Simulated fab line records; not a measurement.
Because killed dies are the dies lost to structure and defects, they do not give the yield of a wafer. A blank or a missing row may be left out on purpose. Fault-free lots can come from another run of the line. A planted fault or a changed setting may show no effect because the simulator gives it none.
fab line records | flow ritCmos | part 1 of 2: steps 1 to 39 of 53
[record] lots = 5 | wafers = 15 | lastDay = 6
route steps=202 shown PWELL@42 WELLDRIVE@50 NWELL@51 NRETRO@53 PRETRO@64 GATE@75 FOX2@80
lots that met no fault: taken from a fault-free run of the same line
startH: hours from the record's first day to the start of the lot's first wafer shown | waitH: hours from the lot's prior step to this one | " unchanged from the row above | L1.1+2: several wafers, shown together as one row | - value missing, or start not given | * or withheld: withheld | < > ~ a bound
route shown NAME@n: NAME is a module with steps in the file, n the number in the route of the first one | usual: average and standard deviation across the fault-free wafers | same: alike in all rows | chamber/n: place in a boat | sites: the reading at each site | _std_site: standard deviation of those values | _edge_site: mean of outer sites minus mean of inner sites | radiusMm: for every site, how far away it sits from the centre of the wafer | mask NAME#n: copy n | behind: tool/chamber where the wafer was last shaped | hold: why the lot went on hold/how many hours it stayed there/how the hold came to an end | device: transistor that didn't switch, given as n, p or np | end of line: tests run on the same wafers once the route is complete | step lacking rows: just its recipe | killed: not the wafer's yield, but the dies lost to structure and defects at the first sort | map: a wafer's dies, marking killed ones x, the rest . and places with no die _
set.NAME: the run value of the setting; set.NAME@STEP: its run value at that earlier step | model.NAME: the simulator's own value behind a step, which no gauge read
lots seen at some steps along the route; tables by step, rows by wafer
services: the hour from which a tool's chamber was out of use, counted from the record's first day as startH (under 0 if before that day), plus the number of hours and why
[[steps]]
[step RIT_PWELL_EXPOSE_03]
[recipe] maskId = M3 | na = 0.57 | targetCdNm = 43700 | doseMj = 250
lot.wafer  | tool            | chamber | startH | waitH | mask
L074.2+5+6 | ilineStepper-01 | 0       | 24.67  | 0.2   | M3#0
L076.3+4+6 | ilineStepper-01 | 0       | 33.06  | 0.1   | M3#0
L079.2+3+5 | ilineStepper-01 | 0       | 48.78  | 0.1   | M3#0
L083.2+3+4 | ilineStepper-01 | 0       | 67.38  | 0.2   | M3#0
L091.2+3+4 | ilineStepper-02 | 0       | 108.42 | 0.2   | M3#0
[step RIT_PWELL_PEB_04]
[recipe] resist = NOVOLAK | tempC = withheld | timeS = withheld
lot.wafer  | tool          | chamber | startH | waitH
L074.2+5+6 | lithoTrack-04 | 0       | 24.79  | 0.1
L076.3+4+6 | lithoTrack-04 | 0       | 33.18  | 0.1
L079.2+3+5 | lithoTrack-03 | 0       | 48.90  | 0.1
L083.2+3+4 | lithoTrack-03 | 0       | 67.54  | 0.1
L091.2+3+4 | lithoTrack-02 | 0       | 108.54 | 0.1
[step RIT_PWELL_DEVELOP_05]
[recipe] resist = NOVOLAK | developTimeS = 68 | devTempC = 23
lot.wafer  | tool          | chamber | startH | waitH
L074.2+5+6 | lithoTrack-04 | 0       | -      | -
L076.3+4+6 | lithoTrack-04 | 0       | -      | -
L079.2+3+5 | lithoTrack-03 | 0       | -      | -
L083.2+3+4 | lithoTrack-03 | 0       | -      | -
L091.2+3+4 | lithoTrack-02 | 0       | -      | -
[step RIT_PWELL_OVL_MEAS_06]
[usual] PWELL_OVL = 0.9/1.4
lot.wafer | tool       | chamber | startH | waitH | PWELL_OVL[nm]
L074.2    | overlay-01 | -       | 25.09  | -     | 0.5
L074.5    | "          | -       | "      | "     | -0.1
L074.6    | "          | -       | "      | "     | -0.9
L076.3    | overlay-02 | -       | 33.46  | -     | 1.8
L076.4    | "          | -       | "      | "     | 1.2
L076.6    | "          | -       | "      | "     | 0.6
L079.2    | overlay-02 | -       | 49.19  | -     | 0.3
L079.3    | "          | -       | "      | "     | 0.4
L079.5    | "          | -       | "      | "     | 1.3
L083.2    | overlay-02 | -       | 67.84  | -     | 2.8
L083.3    | "          | -       | "      | "     | 1.6
L083.4    | "          | -       | "      | "     | 1.4
L091.2    | overlay-01 | -       | 108.83 | -     | -2.4
L091.3    | "          | -       | "      | "     | -2.6
L091.4    | "          | -       | "      | "     | -2.0
[step RIT_PWELL_HARDBAKE_07]
[recipe] resist = NOVOLAK | tempC = 140 | timeS = 120
lot.wafer  | tool          | chamber | startH | waitH
L074.2+5+6 | lithoTrack-02 | 0       | 25.16  | 0.1
L076.3+4+6 | lithoTrack-04 | 0       | 33.57  | 0.1
L079.2+3+5 | lithoTrack-04 | 0       | 49.27  | 0.1
L083.2+3+4 | lithoTrack-03 | 0       | 67.91  | 0.1
L091.2+3+4 | lithoTrack-04 | 0       | 108.90 | 0.1
[step RIT_PWELL_IMPLANT_08]
[recipe] species = B | energyKev = 168 | doseCm2 = 7e+13 | tiltDeg = 7
lot.wafer  | tool         | chamber | startH | waitH
L074.2+5+6 | implanter-03 | 0       | 25.39  | 0.2
L076.3+4+6 | implanter-01 | 0       | 33.78  | 0.2
L079.2+3+5 | implanter-01 | 0       | 49.50  | 0.2
L083.2+3+4 | implanter-02 | 0       | 68.14  | 0.2
L091.2+3+4 | implanter-01 | 0       | 109.14 | 0.2
[step RIT_PWELL_STRIP_09]
[recipe] chemistry = O2 | timeS = 180 | resist = NOVOLAK | platenTempC = withheld | powerW = 500 | pressureMtorr = 4000 | o2FlowSccm = 4000
[usual] drypumpMotorCurrentA = 5.9/0.53
lot.wafer | tool           | chamber | startH | waitH | drypumpMotorCurrentA | rfHoursCounterH
L074.2    | plasmaAsher-01 | 1       | 25.52  | 0.1   | 5.0                  | 37
L074.5    | "              | 1       | "      | "     | 5.0                  | -
L074.6    | "              | 0       | "      | "     | 6.6                  | -
L076.3    | plasmaAsher-01 | 0       | 33.94  | 0.1   | 6.6                  | -
L076.4    | "              | 1       | "      | "     | 5.0                  | -
L076.6    | "              | 0       | "      | "     | 6.6                  | -
L079.2    | plasmaAsher-01 | 1       | 49.62  | 0.1   | 5.0                  | 40
L079.3    | "              | 1       | "      | "     | 5.0                  | -
L079.5    | "              | 1       | "      | "     | 5.0                  | -
L083.2    | plasmaAsher-04 | 0       | 68.31  | 0.1   | 6.1                  | 41
L083.3    | "              | 0       | "      | "     | 6.0                  | -
L083.4    | "              | 1       | "      | "     | 5.7                  | -
L091.2    | plasmaAsher-04 | 1       | 109.26 | 0.1   | 5.7                  | 46
L091.3    | "              | 1       | "      | "     | 5.7                  | -
L091.4    | "              | 0       | "      | "     | 6.0                  | -
[step RIT_PWELL_TW_MEAS_10]
[usual] PWELL_TW = 944/5.5
lot.wafer | tool         | chamber | startH | waitH | PWELL_TW
L074.2    | filmMetro-03 | -       | 25.70  | 0.1   | 944
L074.5    | "            | -       | "      | "     | 949
L074.6    | "            | -       | "      | "     | 945
L076.3    | filmMetro-03 | -       | 34.08  | 0.1   | 940
L076.4    | "            | -       | "      | "     | 938
L076.6    | "            | -       | "      | "     | 940
L079.2    | filmMetro-03 | -       | 49.81  | 0.1   | 938
L079.3    | "            | -       | "      | "     | 933
L079.5    | "            | -       | "      | "     | 948
L083.2    | filmMetro-04 | -       | 68.50  | 0.1   | 951
L083.3    | "            | -       | "      | "     | 956
L083.4    | "            | -       | "      | "     | 951
L091.2    | filmMetro-01 | -       | 109.45 | 0.1   | 944
L091.3    | "            | -       | "      | "     | 943
L091.4    | "            | -       | "      | "     | 946
[step RIT_WELLDRIVE_ANNEAL_00]
[recipe] tempC = 1100 | timeS = 14700 | ambient = N2
[usual] spikeTcCentreC = 1102.4/1.2
lot.wafer | tool       | chamber | startH | waitH | spikeTcCentreC
L074.2    | furnace-01 | 0       | 25.75  | 0.0   | 1101.7
L074.5    | "          | 0       | "      | "     | 1102.3
L074.6    | "          | 0       | "      | "     | 1103.6
L076.3    | furnace-04 | 0       | 34.12  | 0.0   | 1104.2
L076.4    | "          | 0       | "      | "     | 1101.2
L076.6    | "          | 0       | "      | "     | 1102.7
L079.2    | furnace-01 | 0       | 50.09  | 0.3   | 1101.5
L079.3    | "          | 0       | "      | "     | 1103.3
L079.5    | "          | 0       | "      | "     | 1103.4
L083.2    | furnace-01 | 0       | 69.26  | 0.8   | 1102.1
L083.3    | "          | 0       | "      | "     | 1103.2
L083.4    | "          | 0       | "      | "     | 1100.7
L091.2    | furnace-01 | 0       | 109.78 | 0.3   | 1101.7
L091.3    | "          | 0       | "      | "     | 1102.2
L091.4    | "          | 0       | "      | "     | 1101.7
[step RIT_WELLDRIVE_RS_MEAS_01]
[recipe] thkMeasGauge = four-point-probe
[usual] NWELL_RS = 275.7/0.87
lot.wafer | tool         | chamber | startH | waitH | NWELL_RS[ohm/sq]
L074.2    | filmMetro-03 | -       | 30.86  | 0.0   | 275.6
L074.5    | "            | -       | "      | "     | 276.4
L074.6    | "            | -       | "      | "     | 276.3
L076.3    | filmMetro-01 | -       | 39.24  | 0.0   | 275.3
L076.4    | "            | -       | "      | "     | 275.2
L076.6    | "            | -       | "      | "     | 275.7
L079.2    | filmMetro-04 | -       | 55.19  | 0.0   | 274.7
L079.3    | "            | -       | "      | "     | 274.3
L079.5    | "            | -       | "      | "     | 274.8
L083.2    | filmMetro-04 | -       | 74.36  | 0.0   | 274.3
L083.3    | "            | -       | "      | "     | 273.7
L083.4    | "            | -       | "      | "     | 274.5
L091.2    | filmMetro-03 | -       | 114.88 | 0.0   | 275.8
L091.3    | "            | -       | "      | "     | 275.3
L091.4    | "            | -       | "      | "     | 276.3
[step RIT_WELLDRIVE_RS_MEAS_02]
[recipe] thkMeasGauge = four-point-probe
[usual] PWELL_RS = 430.7/0.99
lot.wafer | tool         | chamber | startH | waitH | PWELL_RS[ohm/sq]
L074.2    | filmMetro-03 | -       | 30.98  | 0.1   | 429.3
L074.5    | "            | -       | "      | "     | 431.0
L074.6    | "            | -       | "      | "     | 430.0
L076.3    | filmMetro-01 | -       | 39.36  | 0.1   | 432.4
L076.4    | "            | -       | "      | "     | 430.2
L076.6    | "            | -       | "      | "     | 430.4
L079.2    | filmMetro-04 | -       | 55.31  | 0.1   | 429.8
L079.3    | "            | -       | "      | "     | 429.1
L079.5    | "            | -       | "      | "     | 428.4
L083.2    | filmMetro-04 | -       | 74.48  | 0.1   | 429.3
L083.3    | "            | -       | "      | "     | 429.7
L083.4    | "            | -       | "      | "     | 430.1
L091.2    | filmMetro-03 | -       | 115.00 | 0.1   | 430.2
L091.3    | "            | -       | "      | "     | 431.1
L091.4    | "            | -       | "      | "     | 431.4
[step RIT_NRETRO_HMDS_00]
[recipe] primeTimeS = 60 | primeTempC = 140
lot.wafer  | tool          | chamber | startH | waitH
L074.2+5+6 | lithoTrack-04 | 0       | 31.10  | 0.1
L076.3+4+6 | lithoTrack-04 | 0       | 39.49  | 0.1
L079.2+3+5 | lithoTrack-04 | 0       | 55.44  | 0.1
L083.2+3+4 | lithoTrack-03 | 0       | 74.61  | 0.1
L091.2+3+4 | lithoTrack-03 | 0       | 115.12 | 0.1
[step RIT_NRETRO_COAT_01]
[recipe] resist = NOVOLAK | spinRpm = 2000 | resistThkNm = 1300
lot.wafer  | tool          | chamber | startH | waitH
L074.2+5+6 | lithoTrack-04 | 0       | 31.25  | 0.1
L076.3+4+6 | lithoTrack-04 | 0       | 39.64  | 0.1
L079.2+3+5 | lithoTrack-04 | 0       | 55.59  | 0.1
L083.2+3+4 | lithoTrack-03 | 0       | 74.76  | 0.1
L091.2+3+4 | lithoTrack-03 | 0       | 115.27 | 0.1
[step RIT_NRETRO_SOFTBAKE_02]
[recipe] resist = NOVOLAK | tempC = 90 | timeS = 60
lot.wafer  | tool          | chamber | startH | waitH
L074.2+5+6 | lithoTrack-04 | 0       | 31.40  | 0.1
L076.3+4+6 | lithoTrack-04 | 0       | 39.79  | 0.1
L079.2+3+5 | lithoTrack-04 | 0       | 55.74  | 0.1
L083.2+3+4 | lithoTrack-03 | 0       | 74.91  | 0.1
L091.2+3+4 | lithoTrack-03 | 0       | 115.42 | 0.1
[step RIT_NRETRO_EXPOSE_03]
[recipe] maskId = M4 | na = 0.57 | targetCdNm = 43900 | doseMj = 250
lot.wafer  | tool            | chamber | startH | waitH | mask
L074.2+5+6 | ilineStepper-01 | 0       | 31.55  | 0.1   | M4#0
L076.3+4+6 | ilineStepper-01 | 0       | 39.93  | 0.1   | M4#0
L079.2+3+5 | ilineStepper-02 | 0       | 55.88  | 0.1   | M4#0
L083.2+3+4 | ilineStepper-02 | 0       | 75.05  | 0.1   | M4#0
L091.2+3+4 | ilineStepper-01 | 0       | 115.69 | 0.2   | M4#0
[step RIT_NRETRO_PEB_04]
[recipe] resist = NOVOLAK | tempC = withheld | timeS = withheld
lot.wafer  | tool          | chamber | startH | waitH
L074.2+5+6 | lithoTrack-01 | 0       | 31.67  | 0.1
L076.3+4+6 | lithoTrack-03 | 0       | 40.14  | 0.2
L079.2+3+5 | lithoTrack-03 | 0       | 56.00  | 0.1
L083.2+3+4 | lithoTrack-03 | 0       | 75.17  | 0.1
L091.2+3+4 | lithoTrack-03 | 0       | 115.82 | 0.1
[step RIT_NRETRO_DEVELOP_05]
[recipe] resist = NOVOLAK | developTimeS = 68 | devTempC = 23
lot.wafer  | tool          | chamber | startH | waitH
L074.2+5+6 | lithoTrack-01 | 0       | -      | -
L076.3+4+6 | lithoTrack-03 | 0       | -      | -
L079.2+3+5 | lithoTrack-03 | 0       | -      | -
L083.2+3+4 | lithoTrack-03 | 0       | -      | -
L091.2+3+4 | lithoTrack-03 | 0       | -      | -
[step RIT_NRETRO_OVL_MEAS_06]
[usual] NRETRO_OVL = -0.7/1.4
lot.wafer | tool       | chamber | startH | waitH | NRETRO_OVL[nm]
L074.2    | overlay-02 | -       | 31.96  | -     | 0.7
L074.5    | "          | -       | "      | "     | -1.8
L074.6    | "          | -       | "      | "     | -1.5
L076.3    | overlay-02 | -       | 40.41  | -     | -1.8
L076.4    | "          | -       | "      | "     | -0.3
L076.6    | "          | -       | "      | "     | -1.6
L079.2    | overlay-01 | -       | 56.30  | -     | -1.3
L079.3    | "          | -       | "      | "     | -4.0
L079.5    | "          | -       | "      | "     | -1.6
L083.2    | overlay-02 | -       | 75.47  | -     | -0.3
L083.3    | "          | -       | "      | "     | -0.8
L083.4    | "          | -       | "      | "     | 1.7
L091.2    | overlay-02 | -       | 116.11 | -     | 1.9
L091.3    | "          | -       | "      | "     | 2.0
L091.4    | "          | -       | "      | "     | 2.4
[step RIT_NRETRO_HARDBAKE_07]
[recipe] resist = NOVOLAK | tempC = 140 | timeS = 120
lot.wafer  | tool          | chamber | startH | waitH
L074.2+5+6 | lithoTrack-04 | 0       | 32.03  | 0.1
L076.3+4+6 | lithoTrack-01 | 0       | 40.54  | 0.1
L079.2+3+5 | lithoTrack-04 | 0       | 56.37  | 0.1
L083.2+3+4 | lithoTrack-03 | 0       | 75.54  | 0.1
L091.2+3+4 | lithoTrack-01 | 0       | 116.18 | 0.1
[step RIT_NRETRO_IMPLANT_08]
[recipe] species = P | energyKev = 70.64 | doseCm2 = 1e+13 | tiltDeg = 7
lot.wafer  | tool         | chamber | startH | waitH
L074.2+5+6 | implanter-04 | 0       | 32.27  | 0.2
L076.3+4+6 | implanter-03 | 0       | 40.76  | 0.2
L079.2+3+5 | implanter-01 | 0       | 56.60  | 0.2
L083.2+3+4 | implanter-03 | 0       | 75.77  | 0.2
L091.2+3+4 | implanter-01 | 0       | 116.41 | 0.2
[step RIT_NRETRO_STRIP_09]
[recipe] chemistry = O2 | timeS = 180 | resist = NOVOLAK | platenTempC = withheld | powerW = 500 | pressureMtorr = 4000 | o2FlowSccm = 4000
[usual] drypumpMotorCurrentA = 5.7/0.52
lot.wafer | tool           | chamber | startH | waitH | drypumpMotorCurrentA | rfHoursCounterH
L074.2    | plasmaAsher-04 | 0       | 32.39  | 0.1   | 6.0                  | 38
L074.5    | "              | 1       | "      | "     | 5.7                  | -
L074.6    | "              | 0       | "      | "     | 6.0                  | -
L076.3    | plasmaAsher-01 | 0       | 40.91  | 0.1   | 6.6                  | -
L076.4    | "              | 1       | "      | "     | 5.0                  | -
L076.6    | "              | 1       | "      | "     | 5.0                  | -
L079.2    | plasmaAsher-04 | 0       | 56.73  | 0.1   | 6.0                  | 40
L079.3    | "              | 1       | "      | "     | 5.7                  | -
L079.5    | "              | 1       | "      | "     | 5.7                  | -
L083.2    | plasmaAsher-04 | 0       | 75.90  | 0.1   | 6.0                  | 42
L083.3    | "              | 1       | "      | "     | 5.7                  | -
L083.4    | "              | 0       | "      | "     | 6.0                  | -
L091.2    | plasmaAsher-03 | 1       | 116.54 | 0.1   | 5.6                  | 49
L091.3    | "              | 0       | "      | "     | 5.3                  | -
L091.4    | "              | 1       | "      | "     | 5.6                  | -
[step RIT_NRETRO_TW_MEAS_10]
[usual] NRETRO_TW = 1056/7.2
lot.wafer | tool         | chamber | startH | waitH | NRETRO_TW
L074.2    | filmMetro-02 | -       | 32.58  | 0.1   | 1064
L074.5    | "            | -       | "      | "     | 1057
L074.6    | "            | -       | "      | "     | 1065
L076.3    | filmMetro-04 | -       | 41.05  | 0.1   | 1056
L076.4    | "            | -       | "      | "     | 1054
L076.6    | "            | -       | "      | "     | 1058
L079.2    | filmMetro-04 | -       | 56.91  | 0.1   | 1056
L079.3    | "            | -       | "      | "     | 1053
L079.5    | "            | -       | "      | "     | 1060
L083.2    | filmMetro-04 | -       | 76.08  | 0.1   | 1053
L083.3    | "            | -       | "      | "     | 1055
L083.4    | "            | -       | "      | "     | 1056
L091.2    | filmMetro-04 | -       | 116.72 | 0.1   | 1050
L091.3    | "            | -       | "      | "     | 1045
L091.4    | "            | -       | "      | "     | 1046
[step RIT_PRETRO_HMDS_00]
[recipe] primeTimeS = 60 | primeTempC = 140
lot.wafer  | tool          | chamber | startH | waitH
L074.2+5+6 | lithoTrack-01 | 0       | 32.65  | 0.1
L076.3+4+6 | lithoTrack-01 | 0       | 41.14  | 0.1
L079.2+3+5 | lithoTrack-02 | 0       | 56.99  | 0.1
L083.2+3+4 | lithoTrack-01 | 0       | 76.16  | 0.1
L091.2+3+4 | lithoTrack-04 | 0       | 116.80 | 0.1
[step RIT_PRETRO_COAT_01]
[recipe] resist = NOVOLAK | spinRpm = 2000 | resistThkNm = 1300
lot.wafer  | tool          | chamber | startH | waitH
L074.2+5+6 | lithoTrack-01 | 0       | 32.80  | 0.1
L076.3+4+6 | lithoTrack-01 | 0       | 41.29  | 0.1
L079.2+3+5 | lithoTrack-02 | 0       | 57.14  | 0.1
L083.2+3+4 | lithoTrack-01 | 0       | 76.31  | 0.1
L091.2+3+4 | lithoTrack-04 | 0       | 116.95 | 0.1
[step RIT_PRETRO_SOFTBAKE_02]
[recipe] resist = NOVOLAK | tempC = 90 | timeS = 60
lot.wafer  | tool          | chamber | startH | waitH
L074.2+5+6 | lithoTrack-01 | 0       | 32.95  | 0.1
L076.3+4+6 | lithoTrack-01 | 0       | 41.44  | 0.1
L079.2+3+5 | lithoTrack-02 | 0       | 57.29  | 0.1
L083.2+3+4 | lithoTrack-01 | 0       | 76.46  | 0.1
L091.2+3+4 | lithoTrack-04 | 0       | 117.10 | 0.1
[step RIT_PRETRO_EXPOSE_03]
[recipe] maskId = M5 | na = 0.57 | targetCdNm = 43700 | doseMj = 250
lot.wafer  | tool            | chamber | startH | waitH | mask
L074.2+5+6 | ilineStepper-02 | 0       | 33.33  | 0.4   | M5#0
L076.3+4+6 | ilineStepper-02 | 0       | 41.58  | 0.1   | M5#0
L079.2+3+5 | ilineStepper-02 | 0       | 57.43  | 0.1   | M5#0
L083.2+3+4 | ilineStepper-02 | 0       | 76.73  | 0.2   | M5#0
L091.2+3+4 | ilineStepper-01 | 0       | 117.24 | 0.1   | M5#0
[step RIT_PRETRO_PEB_04]
[recipe] resist = NOVOLAK | tempC = withheld | timeS = withheld
lot.wafer  | tool          | chamber | startH | waitH
L074.2+5+6 | lithoTrack-01 | 0       | 33.45  | 0.1
L076.3+4+6 | lithoTrack-01 | 0       | 41.71  | 0.1
L079.2+3+5 | lithoTrack-01 | 0       | 57.55  | 0.1
L083.2+3+4 | lithoTrack-01 | 0       | 76.85  | 0.1
L091.2+3+4 | lithoTrack-02 | 0       | 117.37 | 0.1
[step RIT_PRETRO_DEVELOP_05]
[recipe] resist = NOVOLAK | developTimeS = 68 | devTempC = 23
lot.wafer  | tool          | chamber | startH | waitH
L074.2+5+6 | lithoTrack-01 | 0       | -      | -
L076.3+4+6 | lithoTrack-01 | 0       | -      | -
L079.2+3+5 | lithoTrack-01 | 0       | -      | -
L083.2+3+4 | lithoTrack-01 | 0       | -      | -
L091.2+3+4 | lithoTrack-02 | 0       | -      | -
[step RIT_PRETRO_OVL_MEAS_06]
[usual] PRETRO_OVL = -0.2/1.4
lot.wafer | tool       | chamber | startH | waitH | PRETRO_OVL[nm]
L074.2    | overlay-01 | -       | 33.74  | -     | -1.7
L074.5    | "          | -       | "      | "     | -0.2
L074.6    | "          | -       | "      | "     | -2.9
L076.3    | overlay-01 | -       | 41.98  | -     | -0.9
L076.4    | "          | -       | "      | "     | -0.9
L076.6    | "          | -       | "      | "     | -1.4
L079.2    | overlay-02 | -       | 57.85  | -     | -0.4
L079.3    | "          | -       | "      | "     | -1.7
L079.5    | "          | -       | "      | "     | -0.9
L083.2    | overlay-01 | -       | 77.14  | -     | -0.6
L083.3    | "          | -       | "      | "     | 2.1
L083.4    | "          | -       | "      | "     | 1.2
L091.2    | overlay-02 | -       | 117.66 | -     | 0.7
L091.3    | "          | -       | "      | "     | -0.7
L091.4    | "          | -       | "      | "     | 1.7
[step RIT_PRETRO_HARDBAKE_07]
[recipe] resist = NOVOLAK | tempC = 140 | timeS = 120
lot.wafer  | tool          | chamber | startH | waitH
L074.2+5+6 | lithoTrack-02 | 0       | 33.82  | 0.1
L076.3+4+6 | lithoTrack-04 | 0       | 42.09  | 0.1
L079.2+3+5 | lithoTrack-04 | 0       | 58.00  | 0.1
L083.2+3+4 | lithoTrack-01 | 0       | 77.21  | 0.1
L091.2+3+4 | lithoTrack-02 | 0       | 117.73 | 0.1
[step RIT_PRETRO_IMPLANT_08]
[recipe] species = B | energyKev = 45 | doseCm2 = 1.19e+13 | tiltDeg = 7
lot.wafer  | tool         | chamber | startH | waitH
L074.2+5+6 | implanter-04 | 0       | 34.05  | 0.2
L076.3+4+6 | implanter-02 | 0       | 42.31  | 0.2
L079.2+3+5 | implanter-04 | 0       | 58.24  | 0.2
L083.2+3+4 | implanter-04 | 0       | 77.45  | 0.2
L091.2+3+4 | implanter-04 | 0       | 117.97 | 0.2
[step RIT_PRETRO_STRIP_09]
[recipe] chemistry = O2 | timeS = 180 | resist = NOVOLAK | platenTempC = withheld | powerW = 500 | pressureMtorr = 4000 | o2FlowSccm = 4000
[usual] drypumpMotorCurrentA = 5.74/0.29
lot.wafer | tool           | chamber | startH | waitH | drypumpMotorCurrentA | rfHoursCounterH
L074.2    | plasmaAsher-03 | 0       | 34.17  | 0.1   | 5.30                 | 40
L074.5    | "              | 1       | "      | "     | 5.62                 | -
L074.6    | "              | 0       | "      | "     | 5.28                 | -
L076.3    | plasmaAsher-02 | 0       | 42.47  | 0.1   | 6.28                 | -
L076.4    | "              | 1       | "      | "     | 5.61                 | -
L076.6    | "              | 0       | "      | "     | 6.22                 | -
L079.2    | plasmaAsher-04 | 1       | 58.36  | 0.1   | 5.72                 | 40
L079.3    | "              | 0       | "      | "     | 6.01                 | -
L079.5    | "              | 1       | "      | "     | 5.70                 | -
L083.2    | plasmaAsher-03 | 0       | 77.57  | 0.1   | 5.24                 | 45
L083.3    | "              | 0       | "      | "     | 5.27                 | -
L083.4    | "              | 1       | "      | "     | 5.61                 | -
L091.2    | plasmaAsher-04 | 0       | 118.09 | 0.1   | 6.01                 | 47
L091.3    | "              | 0       | "      | "     | 6.01                 | -
L091.4    | "              | 1       | "      | "     | 5.75                 | -
[step RIT_PRETRO_TW_MEAS_10]
[usual] PRETRO_TW = 475/4.8
lot.wafer | tool         | chamber | startH | waitH | PRETRO_TW
L074.2    | filmMetro-02 | -       | 34.36  | 0.1   | 475
L074.5    | "            | -       | "      | "     | 479
L074.6    | "            | -       | "      | "     | 479
L076.3    | filmMetro-02 | -       | 42.60  | 0.1   | 479
L076.4    | "            | -       | "      | "     | 479
L076.6    | "            | -       | "      | "     | 477
L079.2    | filmMetro-03 | -       | 58.55  | 0.1   | 467
L079.3    | "            | -       | "      | "     | 467
L079.5    | "            | -       | "      | "     | 468
L083.2    | filmMetro-01 | -       | 77.76  | 0.1   | 476
L083.3    | "            | -       | "      | "     | 472
L083.4    | "            | -       | "      | "     | 475
L091.2    | filmMetro-03 | -       | 118.28 | 0.1   | 468
L091.3    | "            | -       | "      | "     | 470
L091.4    | "            | -       | "      | "     | 470
[step RIT_GATE_WET_ETCH_00]
[recipe] chemistry = BOE | target = SiO2 | targetDepthNm = 56 | timeS = 60 | dry = n2Spin | dilution = 10:1 | tempC = 21.5
lot.wafer  | tool        | chamber | startH | waitH
L074.2+5+6 | wetBench-03 | 3       | 34.41  | 0.0
L076.3+4+6 | wetBench-03 | 3       | 42.64  | 0.0
L079.2+3+5 | wetBench-03 | 0       | 58.60  | 0.0
L083.2+3+4 | wetBench-03 | 3       | 77.81  | 0.0
L091.2+3+4 | wetBench-02 | 3       | 118.33 | 0.0
[step RIT_GATE_CLEAN_01]
[recipe] chemistry = SC1 | mix = 3:3:50 | timeS = 600 | tempC = 75
lot.wafer  | tool        | chamber | startH | waitH
L074.2+5+6 | wetBench-02 | 1       | 34.44  | 0.0
L076.3+4+6 | wetBench-04 | 0       | 42.67  | 0.0
L079.2+3+5 | wetBench-04 | 0       | 58.62  | 0.0
L083.2+3+4 | wetBench-04 | 2       | 77.83  | 0.0
L091.2+3+4 | wetBench-03 | 2       | 118.35 | 0.0
[step RIT_GATE_CLEAN_02]
[recipe] chemistry = dHF | dilution = 50:1 | timeS = 30
lot.wafer  | tool        | chamber | startH | waitH
L074.2+5+6 | wetBench-04 | 1       | 34.61  | 0.0
L076.3+4+6 | wetBench-02 | 2       | 42.84  | 0.0
L079.2+3+5 | wetBench-03 | 3       | 58.80  | 0.0
L083.2+3+4 | wetBench-03 | 2       | 78.01  | 0.0
L091.2+3+4 | wetBench-03 | 2       | 118.56 | 0.0
[step RIT_GATE_CLEAN_03]
[recipe] chemistry = SC2 | mix = 3:3:50 | timeS = 600 | tempC = 75 | dry = n2Spin
lot.wafer  | tool        | chamber | startH | waitH
L074.2+5+6 | wetBench-02 | 3       | 34.63  | 0.0
L076.3+4+6 | wetBench-03 | 3       | 42.86  | 0.0
L079.2+3+5 | wetBench-04 | 2       | 58.82  | 0.0
L083.2+3+4 | wetBench-02 | 2       | 78.02  | 0.0
L091.2+3+4 | wetBench-03 | 2       | 118.58 | 0.0
[step RIT_GATE_CLEAN_04]
[recipe] chemistry = dHF | dilution = 50:1 | timeS = 60 | dry = n2Spin
lot.wafer  | tool        | chamber | startH | waitH
L074.2+5+6 | wetBench-04 | 3       | 34.80  | 0.0
L076.3+4+6 | wetBench-04 | 2       | 43.05  | 0.0
L079.2+3+5 | wetBench-02 | 2       | 58.99  | 0.0
L083.2+3+4 | wetBench-04 | 0       | 78.20  | 0.0
L091.2+3+4 | wetBench-03 | 0       | 118.79 | 0.0
[step RIT_FOX2_THK_MEAS_91]
[recipe] reads = SiO2_of_FOX2_OXIDATION_00
[usual] FIELD_OXIDE_LEFT_2_THK = 263/8.2
lot.wafer | tool         | chamber | startH | waitH | FIELD_OXIDE_LEFT_2_THK[nm]
L074.2    | filmMetro-04 | -       | 34.84  | 0.0   | 260
L074.5    | "            | -       | "      | "     | 254
L074.6    | "            | -       | "      | "     | 253
L076.3    | filmMetro-03 | -       | 43.10  | 0.0   | 275
L076.4    | "            | -       | "      | "     | 279
L076.6    | "            | -       | "      | "     | 274
L079.2    | filmMetro-04 | -       | 59.03  | 0.0   | 254
L079.3    | "            | -       | "      | "     | 258
L079.5    | "            | -       | "      | "     | 255
L083.2    | filmMetro-04 | -       | 78.23  | 0.0   | 279
L083.3    | "            | -       | "      | "     | 280
L083.4    | "            | -       | "      | "     | 275
L091.2    | filmMetro-03 | -       | 118.83 | 0.0   | 275
L091.3    | "            | -       | "      | "     | 264
L091.4    | "            | -       | "      | "     | 265
